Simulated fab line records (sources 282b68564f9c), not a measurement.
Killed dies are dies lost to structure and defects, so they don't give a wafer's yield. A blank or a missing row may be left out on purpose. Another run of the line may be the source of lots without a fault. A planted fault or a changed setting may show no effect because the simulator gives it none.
Which tool is to blame?	flow rit_cmos	42 wafers from 14 lots sampled at 3 of the route's 202 steps

WHAT EACH GAUGE READ, for each wafer
RIT_M1_RS_MEAS_01: the measuring method here is four-point-probe.
lot	measured	on	M1_AL_RS (ohm/sq)
L832	day 3 05:40	film_metro-03	0.0736 0.0720 0.0736
L833	day 3 11:54	film_metro-04	0.0739 0.0744 0.0730
L834	day 3 19:31	film_metro-04	0.0716 0.0729 0.0730
L836	day 4 02:05	film_metro-04	0.0721 0.0733 0.0715
L838	day 4 13:24	film_metro-03	0.0742 0.0736 0.0745
L839	day 4 22:07	film_metro-04	0.0736 0.0724 0.0741
L840	day 4 23:23	film_metro-03	0.0740 0.0744 0.0741
L842	day 5 08:01	film_metro-03	0.0747 0.0745 0.0739
L843	day 5 13:57	film_metro-02	0.0736 0.0721 0.0745
L844	day 5 21:49	film_metro-02	0.0723 0.0725 0.0727
L846	day 6 06:29	film_metro-02	0.0729 0.0745 0.0741
L848	day 6 19:01	film_metro-02	0.0648 0.0656 0.0654
L849	day 6 22:43	film_metro-03	0.0742 0.0752 0.0752
L854	day 7 20:20	film_metro-04	0.0651 0.0651 0.0651

RIT_M1_THK_MEAS_02: measures by xrf.
lot	measured	on	M1_AL_THK (nm)
L832	day 3 05:47	film_metro-03	401 415 402
L833	day 3 12:01	film_metro-04	407 405 412
L834	day 3 19:38	film_metro-04	421 411 413
L836	day 4 02:11	film_metro-04	417 409 420
L838	day 4 13:30	film_metro-03	401 406 402
L839	day 4 22:14	film_metro-04	407 417 406
L840	day 4 23:29	film_metro-03	403 399 403
L842	day 5 08:08	film_metro-03	400 403 404
L843	day 5 14:04	film_metro-02	402 410 399
L844	day 5 21:56	film_metro-02	410 410 408
L846	day 6 06:35	film_metro-02	408 400 403
L848	day 6 19:08	film_metro-02	457 454 454
L849	day 6 22:50	film_metro-03	404 396 398
L854	day 7 20:27	film_metro-04	461 461 462

EACH LOT AND THE TOOL THAT RAN IT (in order: tool; ch and the chambers of the sampled wafers; start)
lot	RIT_M1_SPUTTER_00
L832	pvd_sputter-02, day 3 05:22
L833	pvd_sputter-04, day 3 11:35
L834	pvd_sputter-02, day 3 19:13
L836	pvd_sputter-03, day 4 01:46
L838	pvd_sputter-03, day 4 13:04
L839	pvd_sputter-02, day 4 21:49
L840	pvd_sputter-03, day 4 23:04
L842	pvd_sputter-03, day 5 07:44
L843	pvd_sputter-02, day 5 13:40
L844	pvd_sputter-03, day 5 21:31
L846	pvd_sputter-03, day 6 06:10
L848	pvd_sputter-03, day 6 18:43
L849	pvd_sputter-02, day 6 22:25
L854	pvd_sputter-03, day 7 20:02
- RIT_M1_SPUTTER_00: material Al, target thk 400 nm, time 500 s.

WHAT THE TOOLS THEMSELVES READ (means of the sampled wafers that have a number; where no wafer has one, the mark that the record gives instead)
RIT_M1_SPUTTER_00.
lot	tool	substrate_temp_c (C)	throttle_valve_pct (%)
L832	pvd_sputter-02	25.08	31.2
L833	pvd_sputter-04	25.07	29.3
L834	pvd_sputter-02	25.09	30.0
L836	pvd_sputter-03	25.09	30.2
L838	pvd_sputter-03	24.97	30.8
L839	pvd_sputter-02	24.92	30.0
L840	pvd_sputter-03	24.97	30.3
L842	pvd_sputter-03	25.04	30.8
L843	pvd_sputter-02	25.05	30.7
L844	pvd_sputter-03	25.04	29.6
L846	pvd_sputter-03	24.96	29.9
L848	pvd_sputter-03	25.08	31.4
L849	pvd_sputter-02	25.05	31.6
L854	pvd_sputter-03	25.01	30.9

THE ANSWER, worked out from the rows above alone
Rule: what is usual is taken from the lots themselves. The widest of any qualifying gaps counts: lots, ordered by their means at a reading, are off when they make up no more than a third of the lots, leave a main group of 4 or more, and stand apart from it by 3 or more times the standard deviation of that group's means. A main group whose means are all the same, to the digits that the tables above print for the reading, isn't used. A lot without any number at a reading at which 4 lots or more have one is off too. Where the step has rows for the other lots, those lots are counted as sound. After the gauges, taken in route order, come the tools' own readings; for these a lot's mean is taken, as printed above. At the first step where some lot is off, the reading lying furthest off is the one used; lots without a number count as furthest.
Off: at RIT_M1_RS_MEAS_01 (M1_AL_RS), L848, L854. For the main group the mean is 0.0735 ohm/sq and the standard deviation 0.00078.
If a tool, at a process step before that reading, ran all the lots that are off and no sound lot after the first of them, it fits. The gauges at RIT_M1_RS_MEAS_01 are tried like those tools. One fits: pvd_sputter-03 at RIT_M1_SPUTTER_00. Its last sound lot is L846 (day 6 06:10), its first lot that is off L848 (day 6 18:43): a fault that began between those two fits.

WHAT THE SIMULATOR HAD PUT IN
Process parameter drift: pvd_sputter-03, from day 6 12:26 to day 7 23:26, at RIT_M1_SPUTTER_00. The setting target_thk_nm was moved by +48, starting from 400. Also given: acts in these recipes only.
Struck lots among those shown: L848, L854. The rule above found the same.
